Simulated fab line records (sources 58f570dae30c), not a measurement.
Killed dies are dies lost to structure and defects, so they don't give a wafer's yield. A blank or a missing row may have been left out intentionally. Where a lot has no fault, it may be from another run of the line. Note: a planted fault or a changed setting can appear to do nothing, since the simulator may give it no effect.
The tool behind it: which one? || flow berkeley cmos170 || Sampling: 14 lots, 42 wafers, 5 of 331 route steps

WHAT EACH GAUGE READ, for each wafer
UCB170_NWELL_TW_MEAS_16.
{"lot": "L680", "measured": "day 2 06:13", "on": "film metro-04", "NWELL_TW": "1252 1254 1253"}
{"lot": "L683", "measured": "day 2 18:52", "on": "film metro-04", "NWELL_TW": "1251 1252 1258"}
{"lot": "L682", "measured": "day 2 19:10", "on": "film metro-03", "NWELL_TW": "1253 1248 1241"}
{"lot": "L686", "measured": "day 3 07:44", "on": "film metro-03", "NWELL_TW": "1425 1424 1419"}
{"lot": "L688", "measured": "day 4 03:17", "on": "film metro-04", "NWELL_TW": "1456 1454 1453"}
{"lot": "L695", "measured": "day 5 14:00", "on": "film metro-04", "NWELL_TW": "1262 1259 1262"}
{"lot": "L696", "measured": "day 5 14:16", "on": "film metro-02", "NWELL_TW": "1242 1239 1233"}
{"lot": "L694", "measured": "day 5 14:35", "on": "film metro-03", "NWELL_TW": "1244 1245 1240"}
{"lot": "L697", "measured": "day 5 21:11", "on": "film metro-02", "NWELL_TW": "1236 1240 1237"}
{"lot": "L699", "measured": "day 6 05:57", "on": "film metro-04", "NWELL_TW": "1266 1273 1264"}
{"lot": "L700", "measured": "day 6 11:41", "on": "film metro-03", "NWELL_TW": "1253 1242 1244"}
{"lot": "L701", "measured": "day 6 19:01", "on": "film metro-04", "NWELL_TW": "1261 1262 1259"}
{"lot": "L702", "measured": "day 6 22:20", "on": "film metro-02", "NWELL_TW": "1238 1235 1234"}
{"lot": "L703", "measured": "day 7 07:39", "on": "film metro-04", "NWELL_TW": "1254 1249 1253"}

UCB170_ACTIVE_THK_MEAS_03.
{"lot": "L680", "measured": "day 3 22:50", "on": "film metro-02", "ACTIVE_OXIDE_THK (nm)": "26.4 26.2 26.4"}
{"lot": "L683", "measured": "day 4 08:10", "on": "film metro-01", "ACTIVE_OXIDE_THK (nm)": "25.9 26.0 26.3"}
{"lot": "L682", "measured": "day 4 08:11", "on": "film metro-03", "ACTIVE_OXIDE_THK (nm)": "26.7 26.5 26.6"}
{"lot": "L686", "measured": "day 5 05:04", "on": "film metro-02", "ACTIVE_OXIDE_THK (nm)": "26.2 26.1 26.4"}
{"lot": "L688", "measured": "day 5 17:35", "on": "film metro-02", "ACTIVE_OXIDE_THK (nm)": "27.0 26.8 27.1"}
{"lot": "L695", "measured": "day 7 05:12", "on": "film metro-01", "ACTIVE_OXIDE_THK (nm)": "26.4 26.6 26.1"}
{"lot": "L696", "measured": "day 7 05:14", "on": "film metro-02", "ACTIVE_OXIDE_THK (nm)": "26.3 26.2 25.8"}
{"lot": "L694", "measured": "day 7 10:13", "on": "film metro-01", "ACTIVE_OXIDE_THK (nm)": "25.6 25.8 25.5"}
{"lot": "L697", "measured": "day 7 14:04", "on": "film metro-03", "ACTIVE_OXIDE_THK (nm)": "26.2 25.9 26.0"}
{"lot": "L699", "measured": "day 8 01:15", "on": "film metro-01", "ACTIVE_OXIDE_THK (nm)": "26.7 26.7 27.3"}
{"lot": "L700", "measured": "day 8 07:48", "on": "film metro-02", "ACTIVE_OXIDE_THK (nm)": "27.3 26.8 26.8"}
{"lot": "L701", "measured": "day 8 15:37", "on": "film metro-03", "ACTIVE_OXIDE_THK (nm)": "26.1 25.9 26.0"}
{"lot": "L702", "measured": "day 8 15:36", "on": "film metro-01", "ACTIVE_OXIDE_THK (nm)": "26.2 26.4 26.3"}
{"lot": "L703", "measured": "day 9 04:43", "on": "film metro-01", "ACTIVE_OXIDE_THK (nm)": "25.7 25.8 25.8"}

UCB170_ACTIVE_THK_MEAS_06.
{"lot": "L680", "measured": "day 4 05:32", "on": "film metro-01", "ACTIVE_NITRIDE_THK (nm)": "223.4 221.5 220.7"}
{"lot": "L683", "measured": "day 4 15:34", "on": "film metro-02", "ACTIVE_NITRIDE_THK (nm)": "221.2 219.1 223.3"}
{"lot": "L682", "measured": "day 4 15:35", "on": "film metro-03", "ACTIVE_NITRIDE_THK (nm)": "216.9 218.0 217.8"}
{"lot": "L686", "measured": "day 5 13:04", "on": "film metro-01", "ACTIVE_NITRIDE_THK (nm)": "217.9 218.8 219.1"}
{"lot": "L688", "measured": "day 6 00:01", "on": "film metro-02", "ACTIVE_NITRIDE_THK (nm)": "222.7 221.9 221.9"}
{"lot": "L695", "measured": "day 7 12:32", "on": "film metro-03", "ACTIVE_NITRIDE_THK (nm)": "216.1 215.4 217.9"}
{"lot": "L696", "measured": "day 7 12:34", "on": "film metro-01", "ACTIVE_NITRIDE_THK (nm)": "221.9 221.1 221.7"}
{"lot": "L694", "measured": "day 7 17:14", "on": "film metro-02", "ACTIVE_NITRIDE_THK (nm)": "220.5 219.9 220.1"}
{"lot": "L697", "measured": "day 7 19:59", "on": "film metro-02", "ACTIVE_NITRIDE_THK (nm)": "221.3 224.5 222.5"}
{"lot": "L699", "measured": "day 8 09:38", "on": "film metro-03", "ACTIVE_NITRIDE_THK (nm)": "220.3 222.7 221.0"}
{"lot": "L700", "measured": "day 8 14:28", "on": "film metro-03", "ACTIVE_NITRIDE_THK (nm)": "220.5 221.3 220.3"}
{"lot": "L701", "measured": "day 8 20:58", "on": "film metro-03", "ACTIVE_NITRIDE_THK (nm)": "225.7 225.3 225.0"}
{"lot": "L702", "measured": "day 8 20:57", "on": "film metro-01", "ACTIVE_NITRIDE_THK (nm)": "223.2 224.6 223.8"}
{"lot": "L703", "measured": "day 9 12:44", "on": "film metro-01", "ACTIVE_NITRIDE_THK (nm)": "222.6 223.2 223.9"}

UCB170_FIELD_THK_MEAS_90.
{"lot": "L680", "measured": "day 5 03:14", "on": "film metro-01", "FIELD_OXIDE_LEFT_1_THK (nm)": "434 429 439"}
{"lot": "L683", "measured": "day 5 09:54", "on": "film metro-04", "FIELD_OXIDE_LEFT_1_THK (nm)": "453 446 446"}
{"lot": "L682", "measured": "day 5 09:55", "on": "film metro-01", "FIELD_OXIDE_LEFT_1_THK (nm)": "435 435 435"}
{"lot": "L686", "measured": "day 6 05:09", "on": "film metro-04", "FIELD_OXIDE_LEFT_1_THK (nm)": "418 427 423"}
{"lot": "L688", "measured": "day 6 16:28", "on": "film metro-01", "FIELD_OXIDE_LEFT_1_THK (nm)": "441 441 443"}
{"lot": "L695", "measured": "day 8 06:40", "on": "film metro-01", "FIELD_OXIDE_LEFT_1_THK (nm)": "457 458 462"}
{"lot": "L696", "measured": "day 8 06:41", "on": "film metro-03", "FIELD_OXIDE_LEFT_1_THK (nm)": "445 436 437"}
{"lot": "L694", "measured": "day 8 12:50", "on": "film metro-01", "FIELD_OXIDE_LEFT_1_THK (nm)": "429 427 425"}
{"lot": "L697", "measured": "day 8 12:50", "on": "film metro-04", "FIELD_OXIDE_LEFT_1_THK (nm)": "441 439 443"}
{"lot": "L699", "measured": "day 9 04:47", "on": "film metro-04", "FIELD_OXIDE_LEFT_1_THK (nm)": "448 448 442"}
{"lot": "L700", "measured": "day 9 09:37", "on": "film metro-01", "FIELD_OXIDE_LEFT_1_THK (nm)": "448 447 444"}
{"lot": "L701", "measured": "day 9 18:21", "on": "film metro-01", "FIELD_OXIDE_LEFT_1_THK (nm)": "451 446 443"}
{"lot": "L702", "measured": "day 9 18:20", "on": "film metro-03", "FIELD_OXIDE_LEFT_1_THK (nm)": "433 446 441"}
{"lot": "L703", "measured": "day 10 07:56", "on": "film metro-04", "FIELD_OXIDE_LEFT_1_THK (nm)": "443 448 447"}

EACH LOT AND THE TOOL THAT RAN IT (in order: tool; ch and the chambers of the sampled wafers; start)
{"lot": "L680", "UCB170_NWELL_IMPLANT_14": "implanter-02 ch 0, day 2 06:00"}
{"lot": "L683", "UCB170_NWELL_IMPLANT_14": "implanter-02 ch 0, day 2 18:37"}
{"lot": "L682", "UCB170_NWELL_IMPLANT_14": "implanter-03 ch 0, day 2 18:56"}
{"lot": "L686", "UCB170_NWELL_IMPLANT_14": "implanter-03 ch 0, day 3 07:31"}
{"lot": "L688", "UCB170_NWELL_IMPLANT_14": "implanter-03 ch 0, day 4 03:02"}
{"lot": "L695", "UCB170_NWELL_IMPLANT_14": "implanter-02 ch 0, day 5 13:45"}
{"lot": "L696", "UCB170_NWELL_IMPLANT_14": "implanter-01 ch 0, day 5 14:04"}
{"lot": "L694", "UCB170_NWELL_IMPLANT_14": "implanter-02 ch 0, day 5 14:20"}
{"lot": "L697", "UCB170_NWELL_IMPLANT_14": "implanter-01 ch 0, day 5 20:56"}
{"lot": "L699", "UCB170_NWELL_IMPLANT_14": "implanter-03 ch 0, day 6 05:42"}
{"lot": "L700", "UCB170_NWELL_IMPLANT_14": "implanter-02 ch 0, day 6 11:28"}
{"lot": "L701", "UCB170_NWELL_IMPLANT_14": "implanter-01 ch 0, day 6 18:47"}
{"lot": "L702", "UCB170_NWELL_IMPLANT_14": "implanter-02 ch 0, day 6 22:05"}
{"lot": "L703", "UCB170_NWELL_IMPLANT_14": "implanter-02 ch 0, day 7 07:24"}
- UCB170_NWELL_IMPLANT_14

WHAT THE TOOLS THEMSELVES READ (means of the sampled wafers that have a number; where no wafer has one, the mark that the record gives instead)
UCB170_NWELL_IMPLANT_14.
{"lot": "L680", "tool": "implanter-02", "dose ions cm2": 1.0002e+13, "faraday current uA": 31.5, "tilt deg (degrees)": 7.009}
{"lot": "L683", "tool": "implanter-02", "dose ions cm2": 1.0012e+13, "faraday current uA": 32.0, "tilt deg (degrees)": 7.012}
{"lot": "L682", "tool": "implanter-03", "dose ions cm2": 1.0001e+13, "faraday current uA": 31.3, "tilt deg (degrees)": 7.022}
{"lot": "L686", "tool": "implanter-03", "dose ions cm2": 1.5406e+13, "faraday current uA": 49.3, "tilt deg (degrees)": 6.996}
{"lot": "L688", "tool": "implanter-03", "dose ions cm2": 1.5405e+13, "faraday current uA": 48.8, "tilt deg (degrees)": 7.026}
{"lot": "L695", "tool": "implanter-02", "dose ions cm2": 9.9950e+12, "faraday current uA": 31.5, "tilt deg (degrees)": 7.009}
{"lot": "L696", "tool": "implanter-01", "dose ions cm2": 1.0012e+13, "faraday current uA": 32.1, "tilt deg (degrees)": 7.007}
{"lot": "L694", "tool": "implanter-02", "dose ions cm2": 1.0016e+13, "faraday current uA": 31.6, "tilt deg (degrees)": 6.992}
{"lot": "L697", "tool": "implanter-01", "dose ions cm2": 9.9940e+12, "faraday current uA": 31.8, "tilt deg (degrees)": 6.984}
{"lot": "L699", "tool": "implanter-03", "dose ions cm2": 1.0010e+13, "faraday current uA": 31.4, "tilt deg (degrees)": 6.999}
{"lot": "L700", "tool": "implanter-02", "dose ions cm2": 1.0002e+13, "faraday current uA": 31.7, "tilt deg (degrees)": 6.989}
{"lot": "L701", "tool": "implanter-01", "dose ions cm2": 9.9860e+12, "faraday current uA": 31.0, "tilt deg (degrees)": 6.983}
{"lot": "L702", "tool": "implanter-02", "dose ions cm2": 1.0001e+13, "faraday current uA": 31.8, "tilt deg (degrees)": 7.001}
{"lot": "L703", "tool": "implanter-02", "dose ions cm2": 1.0002e+13, "faraday current uA": 31.6, "tilt deg (degrees)": 6.988}

THE ANSWER, worked out from the rows above alone
Rule: usual is defined by the lots themselves. The widest of any qualifying gaps counts: lots, ordered by their means at a reading, are off when they make up no more than a third of the lots, leave a main group of 4 or more, and stand apart from it by 3 or more times the standard deviation of that group's means. Not used: any main group whose means are identical at the precision the tables above print for the reading. Also off: a lot with no number at a reading for which 4 or more lots have one. Any other lot the step has rows for is counted as sound. First the gauges in route order, then the tools' own readings, where a lot's mean is used as printed above. The first step at which some lot is off is used, and at that step the reading that is off furthest; a lot without a number counts as furthest.
Off: L686, L688, at UCB170_NWELL_TW_MEAS_16 (NWELL_TW). The main group has a mean of 1250 with a standard deviation of 9.8.
If a tool, at a process step before that reading, ran all the lots that are off and no sound lot after the first of them, it fits. The gauges at UCB170_NWELL_TW_MEAS_16 aren't tried: what is off there is off at UCB170_NWELL_IMPLANT_14 too, on other tools, and a gauge's error can't cause that. No candidate that was tried fits.

WHAT THE SIMULATOR HAD INSERTED
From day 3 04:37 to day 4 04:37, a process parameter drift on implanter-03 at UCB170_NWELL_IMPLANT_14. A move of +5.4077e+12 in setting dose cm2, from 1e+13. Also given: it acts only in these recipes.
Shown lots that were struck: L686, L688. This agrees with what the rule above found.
